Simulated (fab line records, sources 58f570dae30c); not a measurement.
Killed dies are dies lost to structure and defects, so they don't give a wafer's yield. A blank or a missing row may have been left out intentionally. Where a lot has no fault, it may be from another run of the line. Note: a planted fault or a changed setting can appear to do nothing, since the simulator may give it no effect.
The tool behind it: which one? | flow berkeley_cmos170 | 14 lots with 42 wafers sampled at 6 steps, on a route of 331 steps

WHAT THE GAUGES SHOWED, per wafer
UCB170_NLDD_TW_MEAS_11. Usual: NLDD_TW gives 2221 (standard deviation 11).
lot  | measured     | on            | NLDD_TW        | flag
L532 | day 7 16:29  | film_metro-03 | 2240 2229 2213 |
L531 | day 7 16:44  | film_metro-02 | 2236 2222 2221 |
L533 | day 7 16:59  | film_metro-02 | 2215 2225 2219 |
L535 | day 8 08:44  | film_metro-03 | 2238 2228 2246 |
L536 | day 8 22:05  | film_metro-03 | 2228 2228 2215 |
L538 | day 8 22:22  | film_metro-04 | 2215 2214 2223 |
L543 | day 9 12:29  | film_metro-04 | 2219 2214 2209 |
L539 | day 9 12:34  | film_metro-03 | 2209 2207 2206 |
L540 | day 9 12:44  | film_metro-02 | 2219 2202 2215 |
L544 | day 10 00:31 | film_metro-03 | 2344 2340 2340 | OFF
L545 | day 10 01:17 | film_metro-03 | 2339 2346 2352 | OFF
L542 | day 10 01:15 | film_metro-04 | 2240 2239 2229 |
L550 | day 11 14:32 | film_metro-03 | 2219 2235 2229 |
L553 | day 12 05:22 | film_metro-02 | 2199 2198 2214 |

UCB170_SDANNEAL_RS_MEAS_05: uses a four-point probe to measure. Usual: NLDD_RS gives 616.0 ohm/sq (standard deviation 1.3).
lot  | measured     | on            | NLDD_RS (ohm/sq)  | flag
L532 | day 8 06:07  | film_metro-02 | 613.1 614.1 615.2 |
L531 | day 8 06:19  | film_metro-03 | 615.6 616.0 615.8 |
L533 | day 8 06:23  | film_metro-04 | 617.6 616.5 617.1 |
L535 | day 8 23:51  | film_metro-03 | 615.4 615.8 616.0 |
L536 | day 9 09:23  | film_metro-04 | 619.8 616.4 617.2 |
L538 | day 9 09:33  | film_metro-03 | 613.6 616.5 614.4 |
L543 | day 10 00:30 | film_metro-02 | 615.6 616.3 616.3 |
L539 | day 10 00:03 | film_metro-03 | 614.7 614.7 614.4 |
L540 | day 10 00:56 | film_metro-04 | 616.2 615.4 616.2 |
L544 | day 10 11:01 | film_metro-02 | 534.1 535.3 535.1 | OFF
L545 | day 10 10:54 | film_metro-03 | 534.4 533.4 533.4 | OFF
L542 | day 10 11:22 | film_metro-04 | 615.6 617.8 615.1 |
L550 | day 12 05:39 | film_metro-04 | 615.3 612.8 616.8 |
L553 | day 12 17:22 | film_metro-03 | 615.5 616.8 616.7 |

UCB170_CONTACT_CD_MEAS_90: target cd 700 nm. Usual: cd_nm at 699.2 nm, with a standard deviation of 1.8.
lot  | measured     | on        | cd_nm (nm)        | flag
L532 | day 8 12:05  | cd_sem-01 | 698.8 699.2 697.1 |
L531 | day 8 12:15  | cd_sem-01 | 697.4 699.7 698.5 |
L533 | day 8 12:40  | cd_sem-02 | 699.5 698.8 702.1 |
L535 | day 9 05:10  | cd_sem-02 | 698.6 698.0 698.4 |
L536 | day 9 14:07  | cd_sem-01 | 699.6 698.9 703.5 |
L538 | day 9 15:53  | cd_sem-02 | 695.7 695.8 695.0 |
L543 | day 10 07:29 | cd_sem-02 | 701.0 699.9 701.2 |
L539 | day 10 07:13 | cd_sem-02 | 700.2 698.9 701.3 |
L540 | day 10 07:47 | cd_sem-02 | 698.8 701.8 702.0 |
L544 | day 10 17:59 | cd_sem-01 | 697.6 700.4 697.2 |
L545 | day 10 15:47 | cd_sem-01 | 701.9 698.9 702.5 |
L542 | day 10 17:53 | cd_sem-01 | 698.8 699.3 700.6 |
L550 | day 12 12:17 | cd_sem-01 | 695.8 698.3 699.5 |
L553 | day 12 22:35 | cd_sem-02 | 702.1 700.4 702.5 |

UCB170_M1_RS_MEAS_01: uses a four-point probe to measure. Usual: M1_AL_RS gives 0.0487 ohm/sq (standard deviation 0.00075).
lot  | measured     | on            | M1_AL_RS (ohm/sq)    | flag
L532 | day 8 12:30  | film_metro-04 | 0.0484 0.0483 0.0480 |
L531 | day 8 12:36  | film_metro-03 | 0.0479 0.0480 0.0473 |
L533 | day 8 13:02  | film_metro-04 | 0.0486 0.0474 0.0487 |
L535 | day 9 05:32  | film_metro-03 | 0.0496 0.0490 0.0494 |
L536 | day 9 14:28  | film_metro-04 | 0.0483 0.0491 0.0484 |
L538 | day 9 16:15  | film_metro-04 | 0.0487 0.0487 0.0488 |
L543 | day 10 07:52 | film_metro-03 | 0.0484 0.0497 0.0499 |
L539 | day 10 07:35 | film_metro-03 | 0.0473 0.0479 0.0463 |
L540 | day 10 08:08 | film_metro-04 | 0.0484 0.0476 0.0484 |
L544 | day 10 18:20 | film_metro-03 | 0.0500 0.0491 0.0501 |
L545 | day 10 16:09 | film_metro-03 | 0.0490 0.0486 0.0496 |
L542 | day 10 18:14 | film_metro-04 | 0.0484 0.0473 0.0493 |
L550 | day 12 12:39 | film_metro-04 | 0.0480 0.0488 0.0499 |
L553 | day 13 00:31 | film_metro-04 | 0.0490 0.0497 0.0503 |

TOOL THAT RAN EACH LOT (tool first, then ch and the chambers of the sampled wafers, then the start)
lot  | UCB170_NLDD_IMPLANT_09          | UCB170_CONTACT_RTA_08
L532 | implanter-04 ch 0, day 7 16:14  | rtp_anneal-02 ch 0, day 8 09:56
L531 | implanter-02 ch 0, day 7 16:29  | rtp_anneal-01 ch 0, day 8 10:07
L533 | implanter-04 ch 0, day 7 16:46  | rtp_anneal-01 ch 0, day 8 10:30
L535 | implanter-02 ch 0, day 8 08:31  | rtp_anneal-02 ch 0, day 9 03:28
L536 | implanter-04 ch 0, day 8 21:48  | rtp_anneal-02 ch 0, day 9 12:39
L538 | implanter-03 ch 0, day 8 22:07  | rtp_anneal-01 ch 0, day 9 13:55
L543 | implanter-02 ch 0, day 9 12:14  | rtp_anneal-02 ch 0, day 10 05:27
L539 | implanter-04 ch 0, day 9 12:19  | rtp_anneal-01 ch 0, day 10 04:43
L540 | implanter-03 ch 0, day 9 12:30  | rtp_anneal-01 ch 0, day 10 05:43
L544 | implanter-03 ch 0, day 10 00:16 | rtp_anneal-02 ch 0, day 10 15:22
L545 | implanter-03 ch 0, day 10 01:01 | rtp_anneal-01 ch 0, day 10 14:17
L542 | implanter-04 ch 0, day 10 01:01 | rtp_anneal-01 ch 0, day 10 15:23
L550 | implanter-02 ch 0, day 11 14:17 | rtp_anneal-01 ch 0, day 12 10:32
L553 | implanter-02 ch 0, day 12 05:07 | rtp_anneal-02 ch 0, day 12 21:15
- UCB170_NLDD_IMPLANT_09
- UCB170_CONTACT_RTA_08: time 10 s.

WHAT THE TOOLS THEMSELVES READ (means of the sampled wafers that have a number; where no wafer has one, the mark that the record gives instead)
UCB170_NLDD_IMPLANT_09. Usual: dose_ions_cm2 5e+13, standard deviation 5.6e+10; faraday_current_uA 158, standard deviation 3.
lot  | tool         | dose_ions_cm2 | faraday_current_uA | flag
L532 | implanter-04 | 5e+13         | 160                |
L531 | implanter-02 | 5e+13         | 154                |
L533 | implanter-04 | 5e+13         | 158                |
L535 | implanter-02 | 5e+13         | 157                |
L536 | implanter-04 | 5e+13         | 157                |
L538 | implanter-03 | 5e+13         | 159                |
L543 | implanter-02 | 5e+13         | 156                |
L539 | implanter-04 | 5e+13         | 156                |
L540 | implanter-03 | 5e+13         | 157                |
L544 | implanter-03 | 7e+13         | 227                | OFF
L545 | implanter-03 | 7e+13         | 235                | OFF
L542 | implanter-04 | 5e+13         | 160                |
L550 | implanter-02 | 5e+13         | 160                |
L553 | implanter-02 | 5e+13         | 157                |

UCB170_CONTACT_RTA_08. Usual: lamp_power_pct 25.7 %, standard deviation 0.49; wafer_temp_C_max 904.0, standard deviation 0.88.
lot  | tool          | lamp_power_pct (%) | wafer_temp_C_max | flag
L532 | rtp_anneal-02 | 25.2               | 904.1            |
L531 | rtp_anneal-01 | 26.2               | 904.0            |
L533 | rtp_anneal-01 | 26.2               | 902.8            |
L535 | rtp_anneal-02 | 25.2               | 903.5            |
L536 | rtp_anneal-02 | 25.2               | 905.8            |
L538 | rtp_anneal-01 | 26.2               | 903.9            |
L543 | rtp_anneal-02 | 25.2               | 904.6            |
L539 | rtp_anneal-01 | 26.2               | 903.1            |
L540 | rtp_anneal-01 | 26.2               | 904.1            |
L544 | rtp_anneal-02 | 25.2               | 904.1            |
L545 | rtp_anneal-01 | 26.2               | 903.8            |
L542 | rtp_anneal-01 | 26.2               | 903.4            |
L550 | rtp_anneal-01 | 26.2               | 903.8            |
L553 | rtp_anneal-02 | 25.2               | 904.6            |

THE ANSWER, worked out from the rows above alone
Rule: take the mean of a lot's wafers that have a number; if it is more than 3 standard deviations from the usual mean, the lot is off. Also off: a lot with no number at a reading for which 4 or more lots have one. All remaining lots with rows at the step are treated as sound. First the gauges in route order, then the tools' own readings, where a lot's mean is used as printed above. The first step at which some lot is off is used, and at that step the reading that is off furthest; a lot without a number counts as furthest.
Off: L544, L545, at UCB170_NLDD_TW_MEAS_11 (NLDD_TW).
If a tool, at a process step before that reading, ran all the lots that are off and no sound lot after the first of them, it fits. Not tried: the gauges at UCB170_NLDD_TW_MEAS_11; whatever is off there is also off at UCB170_NLDD_IMPLANT_09, on other tools, and gauge error can't account for it. One fits: UCB170_NLDD_IMPLANT_09 on implanter-03. A fault onset in the window from L540 (day 9 12:30, its last sound lot) to L544 (day 10 00:16, its first lot off) fits.
The tool's own readings at UCB170_NLDD_IMPLANT_09 bear it out: on the lots that are off they differ by more than 5 times the standard deviation of the sound lots' means. dose_ions_cm2 reads 7e+13 there against 5e+13 on the sound lots; faraday_current_uA reads 231 there against 158 on the sound lots.

WHAT THE SIMULATOR HAD PUT IN
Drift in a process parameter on implanter-03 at UCB170_NLDD_IMPLANT_09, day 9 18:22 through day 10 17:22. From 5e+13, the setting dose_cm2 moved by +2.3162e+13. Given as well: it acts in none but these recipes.
Shown lots that were struck: L544, L545. The rule above found the same.
